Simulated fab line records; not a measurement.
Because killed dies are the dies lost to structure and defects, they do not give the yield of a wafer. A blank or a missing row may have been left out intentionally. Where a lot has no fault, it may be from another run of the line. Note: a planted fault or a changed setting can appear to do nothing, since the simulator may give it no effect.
Comparing a struck lot with a sound one	flow rit_cmos	27 steps out of a route of 202
Sound: these wafers, L981.2, L981.3, L981.4. Wafers struck: L980.1, L980.3, L980.4. The cause is given at the end.
At each step with rows: each side's tool, then ch and its chambers, then its first start. Under that, the readings that differ: sound wafers	struck wafers	difference of the means	sigmas: that difference in standard deviations of wafers without a fault.
alike: readings whose means differ by less than 2 such deviations, and words and numbers that are the same on both sides. not compared: withheld readings, readings that some wafer has no value for, bounds like >300 that may hide the same value, and numbers for which the record gives no deviation and whose values overlap.
Wherever a step has rows on one side only, a row that says differs or no value, or a row with sigmas, the two part there. Numbers that have no deviation but don't overlap get no sigmas and don't part them. A reading that every wafer of one side lacks parts them only if that side has two wafers or more.

RIT_ACTIVE_BOW_MEAS_00:
  sound: film_metro-02 at day 4 08:01; struck: film_metro-04 at day 4 03:00
  alike: INCOMING_BOW
then, 1 step without rows for these wafers: RIT_ACTIVE_OXIDATION_01 (target thk 46.8 nm, ox time 3360 s).
RIT_ACTIVE_THK_MEAS_02:
  sound: film_metro-04 at day 4 15:38; struck: film_metro-01 at day 4 05:03
  alike: ACTIVE_OXIDE_THK
RIT_ACTIVE_CVD_03: deposits Si3N4 from SiH2Cl2/NH3, target thk 150 nm, time 1500 s.
  sound on lpcvd-02 ch 1, day 4 15:41; struck on lpcvd-01 ch 0, day 4 05:07
reading	sound	struck	difference	sigmas
pressure_mtorr (mTorr)	300.1 300.3 299.5	150.0 150.4 149.4	-150.0	-99 or more
zone_power_centre_pct (%)	34 34 34	44 44 44	+10	+3
model.Si3N4_of_ACTIVE_CVD_03.thk_nm (nm)	148.4 148 148.3	120.9 121.3 121	-27.2	
RIT_ACTIVE_THK_MEAS_04:
  sound: film_metro-01 at day 4 17:07; struck: film_metro-04 at day 4 06:32
reading	sound	struck	difference	sigmas
ACTIVE_NITRIDE_THK (nm)	148.4 148.1 148.2	120.9 121.2 121.0	-27.2	-19
then, 6 steps without rows for these wafers: RIT_ACTIVE_HMDS_05 (prime time 60 s); RIT_ACTIVE_COAT_06 (resist thk 995 nm); RIT_ACTIVE_SOFTBAKE_07 (time 60 s); RIT_ACTIVE_EXPOSE_08 (exposes mask M1, target cd 1400 nm); RIT_ACTIVE_PEB_09; RIT_ACTIVE_DEVELOP_10 (develop time 50 s).
RIT_ACTIVE_CD_MEAS_11: target cd 1400 nm.
  sound: cd_sem-02 at day 4 18:10; struck: cd_sem-01 at day 4 07:26
reading	sound	struck	difference	sigmas
cd_nm (nm)	1396.6 1396.0 1396.6	1400.9 1401.3 1401.2	+4.7	+2
then, 1 step without rows for these wafers: RIT_ACTIVE_HARDBAKE_12 (time 60 s).
RIT_ACTIVE_ETCH_13: etches Si3N4 in SF6, stops on SiO2, time 210 s, target depth 210 nm.
  sound on rie_diel-01 ch 0,1, day 4 18:25; struck on rie_diel-03 ch 0,1,3, day 4 07:44
reading	sound	struck	difference	sigmas
oes_product_au (a.u.)	0.832 0.814 0.831	0.733 0.747 0.716	-0.094	-7
model.etch.depth_nm (nm)	148.4 148 148.3	120.9 121.3 121	-27.2	
model.ACTIVE.feature_depth_nm (nm)	148.4 148.8 148.3	122.5 122.6 121.2	-26.4	
  alike: drypump_motor_current_A, throttle_valve_pct
  not compared: rf_hours_counter_h
RIT_ACTIVE_STRIP_14: strips in O2, time 180 s.
  sound on plasma_asher-01 ch 0,1, day 4 18:32; struck on plasma_asher-01 ch 0,1, day 4 07:52
  alike: drypump_motor_current_A
  not compared: rf_hours_counter_h
RIT_ACTIVE_CD_MEAS_90: target cd 1400 nm.
  sound: cd_sem-02 at day 4 18:44; struck: cd_sem-02 at day 4 08:02
  alike: cd_nm
then, 4 steps without rows for these wafers: RIT_ACTIVE_CLEAN_15 (cleans in SC1, time 589 s); RIT_ACTIVE_CLEAN_16 (cleans in dHF, time 30 s); RIT_ACTIVE_CLEAN_17 (cleans in SC2, time 600 s); RIT_FOX1_OXIDATION_00 (target thk 350.7 nm, ox time 1130 s).
RIT_FOX1_THK_MEAS_01:
  sound: film_metro-01 at day 4 20:32; struck: film_metro-01 at day 4 14:11
  alike: FOX1_OXIDE_THK
then, 2 steps without rows for these wafers: RIT_FOX1_WET_ETCH_02 (etches SiO2 in BOE, target depth 350 nm, time 390 s); RIT_FOX2_OXIDATION_00 (target thk 350.7 nm, ox time 1130 s).
RIT_FOX2_THK_MEAS_01:
  sound: film_metro-02 at day 4 22:01; struck: film_metro-03 at day 4 18:01
  alike: FOX2_OXIDE_THK
RIT_FOX2_CLEAN_02: cleans in dHF, time 180 s.
  sound on wet_bench-04 ch 1, day 4 22:04; struck on wet_bench-02 ch 3, day 4 18:04
reading	sound	struck	difference	sigmas
model.Si3N4_of_ACTIVE_CVD_03.thk_nm (nm)	129.2 128.7 129.1	101.6 101.9 101.7	-27.3	
then, 1 step without rows for these wafers: RIT_FOX2_WET_ETCH_03 (etches Si3N4 in H3PO4, target depth 195 nm, time 2700 s).
RIT_M1_PROBE_99:
  sound: prober-01 at day 6 23:49; struck: prober-02 at day 6 12:22
reading	sound	struck	difference	sigmas
model.etest.nldd.width_nm (nm)	3159 3168 3168	3114 3120 3130	-44	
model.etest.pldd.width_nm (nm)	3154 3174 3160	3110 3111 3112	-52	
model.etest.pplus_sal.width_nm (nm)	3434 3447 3460	3403 3420 3402	-39	
model.etest.nplus_sal.width_nm (nm)	3447 3479 3463	3400 3412 3396	-60	
  alike: killed_at_contacts, killed_at_front_end, killed_dies, killed_open, killed_short

WHERE THEY PART
Earliest at RIT_ACTIVE_CVD_03; latest, in this record, at RIT_ACTIVE_ETCH_13. Later steps at which nothing parts them and some readings are alike: RIT_ACTIVE_STRIP_14, RIT_ACTIVE_CD_MEAS_90, RIT_FOX1_THK_MEAS_01, RIT_FOX2_THK_MEAS_01, RIT_M1_PROBE_99.

WHY: the cause the simulator had injected
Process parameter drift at RIT_ACTIVE_CVD_03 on lpcvd-01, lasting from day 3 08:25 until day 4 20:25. The setting pressure_mtorr was moved by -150, starting from 300. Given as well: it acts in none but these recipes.
